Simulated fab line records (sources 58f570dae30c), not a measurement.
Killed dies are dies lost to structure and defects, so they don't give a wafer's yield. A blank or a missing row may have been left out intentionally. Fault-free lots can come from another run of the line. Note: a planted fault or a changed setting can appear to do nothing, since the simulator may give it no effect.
The tool behind it: which one? | flow berkeley-cmos170 | 12 lots with 36 wafers sampled at 6 steps, on a route of 331 steps

== WHAT THE GAUGES READ, wafer by wafer ==
UCB170_START_THK_MEAS_03.
lot  | measured    | on            | START_OXIDE_THK (nm)
L600 | day 1 14:48 | film-metro-02 | 20.5 20.5 20.4
L601 | day 1 19:59 | film-metro-02 | 20.2 20.4 20.8
L602 | day 2 02:21 | film-metro-02 | 20.4 20.7 20.6
L603 | day 2 07:02 | film-metro-04 | 20.3 20.4 20.4
L604 | day 2 11:06 | film-metro-04 | 20.4 20.2 20.1
L605 | day 2 18:02 | film-metro-04 | 20.0 20.2 20.2
L606 | day 2 18:03 | film-metro-02 | 20.1 20.0 20.3
L607 | day 3 03:13 | film-metro-01 | 20.6 20.6 20.5
L608 | day 3 07:43 | film-metro-02 | 20.4 20.5 20.5
L613 | day 4 08:17 | film-metro-02 | 18.5 18.9 18.8
L618 | day 5 10:49 | film-metro-02 | 20.1 20.0 20.0
L619 | day 5 10:50 | film-metro-01 | 20.1 20.3 19.9

UCB170_NWELL_THK_MEAS_05.
lot  | measured    | on            | NWELL_NITRIDE_THK (nm)
L600 | day 2 08:08 | film-metro-03 | 220.2 222.3 220.6
L601 | day 2 12:52 | film-metro-03 | 223.9 225.2 224.1
L602 | day 2 23:44 | film-metro-02 | 222.2 222.3 223.6
L603 | day 3 04:11 | film-metro-03 | 227.8 227.6 226.9
L604 | day 3 04:10 | film-metro-02 | 223.9 223.2 222.9
L605 | day 3 10:49 | film-metro-03 | 222.9 223.3 224.3
L606 | day 3 10:50 | film-metro-04 | 221.2 222.4 222.3
L607 | day 3 21:00 | film-metro-02 | 221.8 221.7 221.3
L608 | day 4 06:13 | film-metro-02 | 222.6 220.4 221.5
L613 | day 5 07:08 | film-metro-02 | 129.8 131.0 130.7
L618 | day 6 05:59 | film-metro-04 | 224.9 225.4 226.7
L619 | day 6 06:00 | film-metro-03 | 223.8 224.4 225.0

UCB170_ACTIVE_CD_MEAS_13 targets a cd of 1200 nm.
lot  | measured    | on        | cd-nm (nm)
L600 | day 4 22:09 | cd-sem-02 | 1197.1 1197.6 1198.9
L601 | day 4 21:53 | cd-sem-01 | 1202.4 1203.1 1202.2
L602 | day 5 10:49 | cd-sem-01 | 1199.8 1199.6 1199.7
L603 | day 5 10:32 | cd-sem-02 | 1200.5 1199.8 1200.8
L604 | day 5 11:00 | cd-sem-01 | 1201.9 1199.0 1199.4
L605 | day 5 19:32 | cd-sem-02 | 1198.8 1199.5 1200.2
L606 | day 5 19:50 | cd-sem-01 | 1200.7 1200.2 1201.7
L607 | day 6 02:47 | cd-sem-02 | 1200.8 1200.9 1200.8
L608 | day 6 14:07 | cd-sem-02 | 1198.9 1199.3 1198.6
L613 | day 8 00:43 | cd-sem-01 | 1201.8 1201.3 1201.9
L618 | day 8 16:18 | cd-sem-02 | 1202.3 1201.2 1201.1
L619 | day 8 16:13 | cd-sem-01 | 1199.1 1200.5 1199.0

== WHICH TOOL RAN EACH LOT (tool, then ch and the chambers of the sampled wafers, then the start) ==
lot  | UCB170_ZERO_ETCH_06               | UCB170_NWELL_CVD_04        | UCB170_NWELL_ETCH_13
L600 | rie-diel-01 ch 0,1, day 1 19:43   | lpcvd-01 ch 0, day 2 05:14 | rie-diel-03 ch 0,2,3, day 2 09:19
L601 | rie-diel-03 ch 0,1,3, day 2 00:29 | lpcvd-01 ch 0, day 2 10:55 | rie-diel-03 ch 1,2,3, day 2 13:49
L602 | rie-diel-04 ch 1,2, day 2 09:25   | lpcvd-01 ch 0, day 2 21:47 | rie-diel-03 ch 1,2, day 3 00:59
L603 | rie-diel-04 ch 0,1, day 2 14:23   | lpcvd-02 ch 1, day 3 02:13 | rie-diel-02 ch 0,3, day 3 05:05
L604 | rie-diel-01 ch 1,2, day 2 14:57   | lpcvd-02 ch 0, day 3 02:13 | rie-diel-03 ch 1,2, day 3 05:20
L605 | rie-diel-04 ch 1,3, day 3 01:05   | lpcvd-02 ch 1, day 3 08:53 | rie-diel-02 ch 1,2,3, day 3 11:46
L606 | rie-diel-03 ch 0,1, day 3 01:20   | lpcvd-02 ch 0, day 3 08:53 | rie-diel-03 ch 0,1, day 3 12:15
L607 | rie-diel-04 ch 0,1,3, day 3 09:37 | lpcvd-01 ch 0, day 3 19:02 | rie-diel-02 ch 1,2,3, day 4 00:21
L608 | rie-diel-04 ch 0,1,2, day 3 12:54 | lpcvd-02 ch 0, day 4 04:16 | rie-diel-02 ch 0,1,2, day 4 08:26
L613 | rie-diel-04 ch 1,2, day 4 16:02   | lpcvd-02 ch 1, day 5 05:12 | rie-diel-04 ch 1,2, day 5 09:30
L618 | rie-diel-03 ch 1,2,3, day 5 14:50 | lpcvd-01 ch 1, day 6 03:05 | rie-diel-04 ch 0,1,2, day 6 08:50
L619 | rie-diel-04 ch 1,2, day 5 14:33   | lpcvd-01 ch 0, day 6 03:05 | rie-diel-02 ch 0,1,3, day 6 08:57
- UCB170_ZERO_ETCH_06: etches SiO2 in CHF3/CF4/Ar, time 12 s.
- UCB170_NWELL_CVD_04: deposits Si3N4 from SiH2Cl2/NH3, target thk 224 nm, time 3360 s.
- UCB170_NWELL_ETCH_13: etches Si3N4 in CH3F/Ar/O2, stops on SiO2, target depth 246.4 nm, time 154 s.

== WHAT THE TOOLS THEMSELVES READ (means of the sampled wafers that have a number; where no wafer has one, the mark that the record gives instead) ==
UCB170_ZERO_ETCH_06.
lot  | tool        | drypump-motor-current-A (A) | oes-product-au (a.u.) | throttle-valve-pct (%)
L600 | rie-diel-01 | 5.6                         | 0.622                 | 9.30
L601 | rie-diel-03 | 6.1                         | 0.625                 | 9.27
L602 | rie-diel-04 | 6.1                         | 0.622                 | 9.28
L603 | rie-diel-04 | 5.5                         | 0.616                 | 9.19
L604 | rie-diel-01 | 6.0                         | 0.626                 | 9.29
L605 | rie-diel-04 | 5.5                         | 0.614                 | 9.13
L606 | rie-diel-03 | 5.9                         | 0.625                 | 9.30
L607 | rie-diel-04 | 5.6                         | 0.615                 | 9.16
L608 | rie-diel-04 | 5.8                         | 0.615                 | 9.24
L613 | rie-diel-04 | 6.1                         | 0.618                 | 9.27
L618 | rie-diel-03 | 5.8                         | 0.622                 | 9.32
L619 | rie-diel-04 | 6.1                         | 0.620                 | 9.27

UCB170_NWELL_CVD_04.
lot  | tool     | spike-tc-source-C (C)
L600 | lpcvd-01 | 827
L601 | lpcvd-01 | 826
L602 | lpcvd-01 | 827
L603 | lpcvd-02 | 819
L604 | lpcvd-02 | 816
L605 | lpcvd-02 | 819
L606 | lpcvd-02 | 817
L607 | lpcvd-01 | 828
L608 | lpcvd-02 | 816
L613 | lpcvd-02 | 818
L618 | lpcvd-01 | 820
L619 | lpcvd-01 | 827

UCB170_NWELL_ETCH_13.
lot  | tool        | drypump-motor-current-A (A) | oes-product-au (a.u.) | throttle-valve-pct (%)
L600 | rie-diel-03 | 6.2                         | 0.927                 | 8.10
L601 | rie-diel-03 | 5.9                         | 0.944                 | 8.13
L602 | rie-diel-03 | 5.7                         | 0.940                 | 8.16
L603 | rie-diel-02 | 5.6                         | 0.953                 | 7.88
L604 | rie-diel-03 | 5.7                         | 0.941                 | 8.16
L605 | rie-diel-02 | 5.6                         | 0.943                 | 8.18
L606 | rie-diel-03 | 5.9                         | 0.949                 | 8.09
L607 | rie-diel-02 | 5.6                         | 0.933                 | 8.19
L608 | rie-diel-02 | 5.6                         | 0.930                 | 8.13
L613 | rie-diel-04 | 5.7                         | 0.705                 | 8.02
L618 | rie-diel-04 | 5.8                         | 0.948                 | 8.07
L619 | rie-diel-02 | 5.6                         | 0.941                 | 8.07

== THE ANSWER, worked out from the rows above alone ==
Rule: usual is defined by the lots themselves. The widest of any qualifying gaps counts: lots, ordered by their means at a reading, are off when they make up no more than a third of the lots, leave a main group of 4 or more, and stand apart from it by 3 or more times the standard deviation of that group's means. The tables above print the reading to a certain number of digits; a main group whose means all agree to those digits is not used. Also off: a lot with no number at a reading for which 4 or more lots have one. Where the step has rows for the other lots, those lots are counted as sound. First the gauges in route order, then the tools' own readings, where a lot's mean is used as printed above. At the first step where some lot is off, the reading lying furthest off is the one used; lots without a number count as furthest.
Off: L613, at UCB170_START_THK_MEAS_03 (START_OXIDE_THK). The main group: mean 20.3 nm, standard deviation 0.19.
A tool fits if, at a process step before that reading, it ran every lot that is off, and no sound lot after the first of them. The gauges at UCB170_START_THK_MEAS_03 aren't tried: what is off there is off at UCB170_NWELL_ETCH_13 too, on other tools, and a gauge's error can't cause that. No candidate that was tried fits.

== WHAT THE SIMULATOR HAD INSERTED ==
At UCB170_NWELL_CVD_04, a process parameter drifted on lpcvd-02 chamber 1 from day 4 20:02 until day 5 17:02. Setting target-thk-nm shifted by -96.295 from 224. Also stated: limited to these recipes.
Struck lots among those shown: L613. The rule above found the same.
